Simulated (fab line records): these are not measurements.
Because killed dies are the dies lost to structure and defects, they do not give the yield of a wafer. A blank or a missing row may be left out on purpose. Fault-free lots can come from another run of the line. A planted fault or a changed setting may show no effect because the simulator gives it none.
Which tool was responsible? || flow rit cmos || Sampling: 15 lots, 45 wafers, 2 of 202 route steps

WHAT EACH GAUGE READ, for each wafer
RIT_NSD_OVL_MEAS_06. Usual: for NSD_OVL the level is 0.2 nm and the standard deviation is 1.4.
{"lot": "L733", "measured": "day 3 15:36", "on": "overlay-02", "NSD_OVL (nm)": "-0.2 -1.9 1.6", "flag": ""}
{"lot": "L735", "measured": "day 3 21:22", "on": "overlay-01", "NSD_OVL (nm)": "1.3 1.4 -0.2", "flag": ""}
{"lot": "L738", "measured": "day 4 14:10", "on": "overlay-02", "NSD_OVL (nm)": "-0.3 1.2 1.2", "flag": ""}
{"lot": "L739", "measured": "day 4 16:24", "on": "overlay-01", "NSD_OVL (nm)": "0.8 1.1 0.7", "flag": ""}
{"lot": "L741", "measured": "day 4 19:38", "on": "overlay-02", "NSD_OVL (nm)": "1.4 -0.1 -0.4", "flag": ""}
{"lot": "L740", "measured": "day 4 20:53", "on": "overlay-02", "NSD_OVL (nm)": "-0.8 -1.0 0.7", "flag": ""}
{"lot": "L742", "measured": "day 5 02:50", "on": "overlay-02", "NSD_OVL (nm)": "1.7 1.5 -0.5", "flag": ""}
{"lot": "L745", "measured": "day 5 15:11", "on": "overlay-01", "NSD_OVL (nm)": "-1.6 -1.0 -1.8", "flag": ""}
{"lot": "L746", "measured": "day 5 17:49", "on": "overlay-02", "NSD_OVL (nm)": "-1.0 0.5 -1.1", "flag": ""}
{"lot": "L747", "measured": "day 5 22:49", "on": "overlay-02", "NSD_OVL (nm)": "3490.7 3491.4 3491.6", "flag": "OFF"}
{"lot": "L748", "measured": "day 6 03:44", "on": "overlay-02", "NSD_OVL (nm)": "3490.9 3490.5 3490.7", "flag": "OFF"}
{"lot": "L750", "measured": "day 6 11:38", "on": "overlay-01", "NSD_OVL (nm)": "3490.2 3489.7 3491.1", "flag": "OFF"}
{"lot": "L751", "measured": "day 6 18:46", "on": "overlay-01", "NSD_OVL (nm)": "2.0 -0.8 1.3", "flag": ""}
{"lot": "L753", "measured": "day 7 06:38", "on": "overlay-02", "NSD_OVL (nm)": "-0.9 0.6 -0.1", "flag": ""}
{"lot": "L756", "measured": "day 7 22:10", "on": "overlay-02", "NSD_OVL (nm)": "2.7 2.5 2.5", "flag": ""}

WHICH TOOL RAN EACH LOT (tool, then ch and the chambers of the sampled wafers, then the start)
{"lot": "L733", "RIT_NSD_EXPOSE_03": "iline stepper-01 ch 0, day 3 15:14"}
{"lot": "L735", "RIT_NSD_EXPOSE_03": "iline stepper-01 ch 0, day 3 20:55"}
{"lot": "L738", "RIT_NSD_EXPOSE_03": "iline stepper-01 ch 0, day 4 13:37"}
{"lot": "L739", "RIT_NSD_EXPOSE_03": "iline stepper-01 ch 0, day 4 16:01"}
{"lot": "L741", "RIT_NSD_EXPOSE_03": "iline stepper-02 ch 0, day 4 19:14"}
{"lot": "L740", "RIT_NSD_EXPOSE_03": "iline stepper-02 ch 0, day 4 20:23"}
{"lot": "L742", "RIT_NSD_EXPOSE_03": "iline stepper-02 ch 0, day 5 02:26"}
{"lot": "L745", "RIT_NSD_EXPOSE_03": "iline stepper-01 ch 0, day 5 14:49"}
{"lot": "L746", "RIT_NSD_EXPOSE_03": "iline stepper-02 ch 0, day 5 17:23"}
{"lot": "L747", "RIT_NSD_EXPOSE_03": "iline stepper-01 ch 0, day 5 22:25"}
{"lot": "L748", "RIT_NSD_EXPOSE_03": "iline stepper-01 ch 0, day 6 03:20"}
{"lot": "L750", "RIT_NSD_EXPOSE_03": "iline stepper-01 ch 0, day 6 11:14"}
{"lot": "L751", "RIT_NSD_EXPOSE_03": "iline stepper-02 ch 0, day 6 18:20"}
{"lot": "L753", "RIT_NSD_EXPOSE_03": "iline stepper-02 ch 0, day 7 06:14"}
{"lot": "L756", "RIT_NSD_EXPOSE_03": "iline stepper-02 ch 0, day 7 21:46"}
- RIT_NSD_EXPOSE_03: exposes mask M9, target cd 40700 nm.

WHAT THE TOOLS THEMSELVES READ (means of the sampled wafers that have a number; where no wafer has one, the mark that the record gives instead)
The record holds no such reading with a usual standard deviation.

THE ANSWER, worked out from the rows above alone
Rule: lot off if the mean of its wafers having a number is beyond 3 standard deviations from the usual mean. A lot without any number at a reading at which 4 lots or more have one is off too. The other lots that the step has rows for count as sound. After the gauges, taken in route order, come the tools' own readings; for these a lot's mean is taken, as printed above. At the first step where some lot is off, the reading lying furthest off is the one used; lots without a number count as furthest.
Off: at RIT_NSD_OVL_MEAS_06 (NSD_OVL), L747, L748, L750.
A tool fits if, at a process step before that reading, it ran every lot that is off, and no sound lot after the first of them. The gauges at RIT_NSD_OVL_MEAS_06 are tried like those tools. One fits: RIT_NSD_EXPOSE_03 on iline stepper-01. A fault onset in the window from L745 (day 5 14:49, its last sound lot) to L747 (day 5 22:25, its first lot off) fits.

WHAT THE SIMULATOR PUT IN
Scanner matching overlay: iline stepper-01, from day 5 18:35 on, at RIT_NSD_EXPOSE_03. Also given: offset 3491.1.
Lots struck among those shown: L747, L748, L750. The same result came from the rule above.
